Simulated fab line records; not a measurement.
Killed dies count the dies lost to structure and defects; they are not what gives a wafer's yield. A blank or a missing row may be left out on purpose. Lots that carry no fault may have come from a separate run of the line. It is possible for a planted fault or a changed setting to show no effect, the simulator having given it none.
Which tool is to blame? | flow rit_cmos | 21 wafers from 7 lots sampled at 2 of the route's 202 steps

## WHAT EACH GAUGE READ, for each wafer
RIT_NSD_TW_MEAS_10.
lot  | measured    | on            | NSD_TW
L576 | day 3 10:28 | film_metro-03 | 3094 3120 3118
L578 | day 3 20:07 | film_metro-02 | 3090 3081 3096
L582 | day 4 16:59 | film_metro-02 | 3068 3081 3078
L584 | day 5 02:05 | film_metro-03 | 3118 3116 3140
L586 | day 5 16:32 | film_metro-03 | 3110 3111 3132
L593 | day 7 00:08 | film_metro-04 | 3288 3283 3290
L595 | day 7 08:16 | film_metro-04 | 3069 3060 3049

## TOOL THAT RAN EACH LOT (tool first, then ch and the chambers of the sampled wafers, then the start)
lot  | RIT_NSD_IMPLANT_08
L576 | implanter-03 ch 0, day 3 10:09
L578 | implanter-02 ch 0, day 3 19:47
L582 | implanter-02 ch 0, day 4 16:42
L584 | implanter-02 ch 0, day 5 01:46
L586 | implanter-02 ch 0, day 5 16:10
L593 | implanter-02 ch 0, day 6 23:50
L595 | implanter-03 ch 0, day 7 07:59
- RIT_NSD_IMPLANT_08

## THE ANSWER, worked out from the rows above alone
Rule: the usual values come from the lots themselves. The widest of any qualifying gaps counts: lots, ordered by their means at a reading, are off when they make up no more than a third of the lots, leave a main group of 4 or more, and stand apart from it by 3 or more times the standard deviation of that group's means. If all means in a main group match to the digits the tables above print for the reading, that group is not used. A lot without any number at a reading at which 4 lots or more have one is off too. The other lots that the step has rows for count as sound.
Off: L593, seen at RIT_NSD_TW_MEAS_10 (NSD_TW). The main group has a mean of 3096 with a standard deviation of 23.
If a tool, at a process step before that reading, ran all the lots that are off and no sound lot after the first of them, it fits. The gauges at RIT_NSD_TW_MEAS_10 are tried like those tools. One fits: RIT_NSD_IMPLANT_08 on implanter-02. A fault onset in the window from L586 (day 5 16:10, its last sound lot) to L593 (day 6 23:50, its first lot off) fits.

## WHAT THE SIMULATOR PUT IN
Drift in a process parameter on implanter-02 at RIT_NSD_IMPLANT_08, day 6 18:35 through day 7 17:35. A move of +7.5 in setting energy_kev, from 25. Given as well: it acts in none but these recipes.
Shown lots that were struck: L593. The rule above found the same.
